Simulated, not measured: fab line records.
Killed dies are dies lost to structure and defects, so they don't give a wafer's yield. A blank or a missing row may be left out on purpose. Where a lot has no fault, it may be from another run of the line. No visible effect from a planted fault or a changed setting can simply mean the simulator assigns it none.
Comparing a struck lot with a sound one | flow berkeleyCmos170 | 26 out of 331 route steps
Sound: wafers L731.3, L731.4, L731.5. Wafers struck: L748.2, L748.4, L748.5. At the end, the cause is stated.
Order at every step that has rows: each side's tool, ch and its chambers, its first start. Under that, the readings that differ: sound wafers | struck wafers | difference of the means | sigmas: that difference in standard deviations of wafers without a fault.
alike: same words and numbers on both sides, and readings whose means sit less than 2 such deviations apart. not compared: any withheld reading, any reading some wafer has no value for, any bound like >300 that may hide the same value, and any number with overlapping values for which the record gives no deviation.
The two part at a step that has a row with sigmas, a row that says differs or no value, or rows on one side only. Numbers that don't overlap but have no deviation are shown without sigmas and don't part them. Lack of a reading on every wafer of one side parts them only where that side has two or more wafers.

first, 2 steps without rows for these wafers: UCB170_SCREENOX_WET_ETCH_00 (etches SiO2 in dHF, time 200 s); UCB170_SCREENOX_OXIDATION_01 (target thk 14.4 nm, ox time 2400 s).
UCB170_SCREENOX_THK_MEAS_02:
  sound on filmMetro-04, day 6 03:31; struck on filmMetro-02, day 9 10:41
  alike: SCREENOX_OXIDE_THK
then, 7 steps without rows for these wafers: UCB170_SCREENOX_ANNEAL_03 (time 900 s); UCB170_NVT_HMDS_00 (prime time 60 s); UCB170_NVT_COAT_01 (resist thk 900 nm); UCB170_NVT_SOFTBAKE_02 (time 60 s); UCB170_NVT_EXPOSE_03 (exposes mask PWELL, target cd 3000 nm); UCB170_NVT_PEB_04; UCB170_NVT_DEVELOP_05 (develop time 45 s).
UCB170_NVT_OVL_MEAS_06:
  sound on overlay-02, day 6 12:20; struck on overlay-01, day 9 17:43
reading      | sound  | struck   | difference | sigmas
NVT_OVL (nm) | 3 10 3 | -7 -4 -9 | -12        | -2
next, for these wafers, 1 step has no rows: UCB170_NVT_IMPLANT_07.
UCB170_NVT_STRIP_08: strips in O2.
  sound on plasmaAsher-03 ch 0,1, day 6 12:32; struck on plasmaAsher-02 ch 0,1, day 9 17:54
  no value came back on the struck wafers for any of 5 readings (chamberPressureMTorr (mTorr), drypumpMotorCurrentA (A) and others); on the sound wafers chamberPressureMTorr (mTorr) reads 3506 3499 3501
reading                             | sound | struck          | difference | sigmas
model.KrF_of_NVT_COAT_01.thkNm (nm) | 0 0 0 | 887.1 886 884.7 | +885.9     | 
  not compared: rfHoursCounterH
UCB170_NVT_TW_MEAS_09:
  sound on filmMetro-01, day 6 12:37; struck on filmMetro-01, day 9 18:02
  alike: NVT_TW
then, 7 steps without rows for these wafers: UCB170_NVT_CLEAN_10 (cleans in SPM, time 600 s); UCB170_PVT_HMDS_00 (prime time 60 s); UCB170_PVT_COAT_01 (resist thk 900 nm); UCB170_PVT_SOFTBAKE_02 (time 60 s); UCB170_PVT_EXPOSE_03 (exposes mask NWELL, target cd 3000 nm); UCB170_PVT_PEB_04; UCB170_PVT_DEVELOP_05 (develop time 45 s).
UCB170_PVT_OVL_MEAS_06:
  sound on overlay-01, day 6 14:01; struck on overlay-01, day 9 20:15
  alike: PVT_OVL
next, for these wafers, 1 step has no rows: UCB170_PVT_IMPLANT_07.
UCB170_PVT_STRIP_08: strips in O2.
  sound on plasmaAsher-04 ch 0,1, day 6 14:13; struck on plasmaAsher-03 ch 0, day 9 20:26
reading                  | sound             | struck            | difference | sigmas
stripTimeToEndpointS (s) | 21.57 21.50 21.52 | 47.94 47.87 47.80 | +26.34     | +99 or more
  alike: chamberPressureMTorr, drypumpMotorCurrentA, o2FlowSccm, oesProductAu
  not compared: rfHoursCounterH
UCB170_PVT_TW_MEAS_09:
  sound on filmMetro-01, day 6 14:18; struck on filmMetro-04, day 9 20:32
reading | sound       | struck   | difference | sigmas
PVT_TW  | 510 507 508 | 31 31 31 | -477       | -99 or more
then, 1 step without rows for these wafers: UCB170_GATE_WET_ETCH_00 (etches SiO2 in dHF, time 200 s).

## WHERE THEY PART
Last at UCB170_PVT_TW_MEAS_09 as far as this record goes, first at UCB170_NVT_OVL_MEAS_06.

WHY: the cause the simulator had injected
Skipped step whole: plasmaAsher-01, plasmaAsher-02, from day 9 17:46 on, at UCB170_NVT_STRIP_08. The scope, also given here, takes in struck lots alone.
